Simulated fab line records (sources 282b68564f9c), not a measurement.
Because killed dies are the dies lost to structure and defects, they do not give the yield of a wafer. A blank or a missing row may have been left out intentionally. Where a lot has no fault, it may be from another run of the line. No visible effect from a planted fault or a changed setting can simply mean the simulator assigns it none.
The tool behind it: which one? ; flow ritCmos ; 13 lots, 39 wafers sampled, at 4 steps of a route of 202

== WHAT THE GAUGES READ, wafer by wafer ==
RIT_ACTIVE_CD_MEAS_90: target cd 1400 nm.
lot;measured;on;cdNm (nm)
L437;day 1 15:59;cdSem-02;1398.7 1397.2 1396.7
L438;day 1 21:07;cdSem-01;1399.3 1399.0 1397.8
L439;day 2 04:25;cdSem-02;1400.2 1401.7 1402.2
L440;day 2 08:41;cdSem-01;1395.1 1398.2 1399.3
L441;day 2 11:41;cdSem-01;1400.9 1401.3 1400.4
L444;day 3 02:04;cdSem-01;1402.0 1402.3 1401.1
L448;day 4 00:14;cdSem-01;1397.2 1395.8 1397.2
L451;day 4 14:11;cdSem-01;1401.1 1397.3 1399.1
L455;day 5 12:20;cdSem-02;1400.2 1399.1 1400.6
L456;day 5 17:01;cdSem-01;1400.4 1402.4 1400.1
L457;day 5 21:44;cdSem-01;1403.9 1401.2 1402.3
L458;day 6 02:11;cdSem-01;1398.5 1399.4 1397.0
L460;day 6 13:10;cdSem-02;1397.7 1396.7 1400.2

RIT_NSD_TW_MEAS_10.
lot;measured;on;NSD_TW
L437;day 3 09:53;filmMetro-04;3101 3093 3096
L438;day 3 15:01;filmMetro-03;3159 3160 3170
L439;day 3 15:09;filmMetro-04;3113 3097 3112
L440;day 3 23:10;filmMetro-03;3159 3171 3168
L441;day 4 02:25;filmMetro-02;3147 3161 3156
L444;day 4 13:14;filmMetro-03;3153 3142 3157
L448;day 5 18:55;filmMetro-04;3118 3126 3126
L451;day 6 10:58;filmMetro-03;3160 3182 3158
L455;day 7 04:50;filmMetro-04;3104 3126 3126
L456;day 7 09:34;filmMetro-03;3174 3166 3150
L457;day 7 09:29;filmMetro-04;3097 3117 3104
L458;day 7 16:56;filmMetro-03;3165 3165 3163
L460;day 8 00:53;filmMetro-03;3171 3158 3154

RIT_PSD_OVL_MEAS_06.
lot;measured;on;PSD_OVL (nm)
L437;day 3 10:55;overlay-01;-1.6 -0.4 -0.6
L438;day 3 16:03;overlay-02;-0.8 -1.0 0.4
L439;day 3 16:22;overlay-01;2.8 1.0 1.0
L440;day 4 00:05;overlay-01;1.9 -0.3 0.8
L441;day 4 03:28;overlay-01;1.9 -0.6 2.3
L444;day 4 14:16;overlay-02;1.6 1.6 0.5
L448;day 5 19:57;overlay-01;-0.4 -0.5 -0.9
L451;day 6 11:52;overlay-01;-0.6 -0.7 0.6
L455;day 7 06:01;overlay-01;-1.7 -1.5 0.7
L456;day 7 10:38;overlay-02;1.0 1.1 2.0
L457;day 7 10:32;overlay-01;1.0 1.4 0.2
L458;day 7 17:58;overlay-01;2.4 0.5 1.4
L460;day 8 01:48;overlay-02;0.9 1.1 1.0

== TOOL THAT RAN EACH LOT (tool first, then ch and the chambers of the sampled wafers, then the start) ==
lot;RIT_PWELL_EXPOSE_03
L437;ilineStepper-01 ch 0, day 2 01:33
L438;ilineStepper-01 ch 0, day 2 09:48
L439;ilineStepper-02 ch 0, day 2 11:38
L440;ilineStepper-01 ch 0, day 2 16:48
L441;ilineStepper-01 ch 0, day 2 23:10
L444;ilineStepper-01 ch 0, day 3 10:25
L448;ilineStepper-01 ch 0, day 4 08:44
L451;ilineStepper-02 ch 0, day 5 01:33
L455;ilineStepper-01 ch 0, day 6 00:05
L456;ilineStepper-01 ch 0, day 6 03:45
L457;ilineStepper-01 ch 0, day 6 04:13
L458;ilineStepper-01 ch 0, day 6 09:17
L460;ilineStepper-02 ch 0, day 6 21:22
- RIT_PWELL_EXPOSE_03: exposes mask M3, target cd 43700 nm.

== WHAT THE TOOLS THEMSELVES READ (means of the sampled wafers that have a number; where no wafer has one, the mark that the record gives instead) ==
The record holds no such reading with a usual standard deviation.

== THE ANSWER, worked out from the rows above alone ==
Rule: the lots themselves supply what counts as usual. Put in order of their means at a reading, lots are off if they are a third of the lots or fewer, leave a main group of 4 or more, and stand apart from it by a gap of 3 or more times the standard deviation of the main group's means; of several such gaps the widest counts. The tables above print the reading to a certain number of digits; a main group whose means all agree to those digits is not used. Also off: a lot with no number at a reading for which 4 or more lots have one. All remaining lots with rows at the step are treated as sound. After the gauges, taken in route order, come the tools' own readings; for these a lot's mean is taken, as printed above. The first step at which some lot is off is used, and at that step the reading that is off furthest; a lot without a number counts as furthest.
No lot is off at any reading shown: from this, nothing can be told.

== WHAT THE SIMULATOR HAD INSERTED ==
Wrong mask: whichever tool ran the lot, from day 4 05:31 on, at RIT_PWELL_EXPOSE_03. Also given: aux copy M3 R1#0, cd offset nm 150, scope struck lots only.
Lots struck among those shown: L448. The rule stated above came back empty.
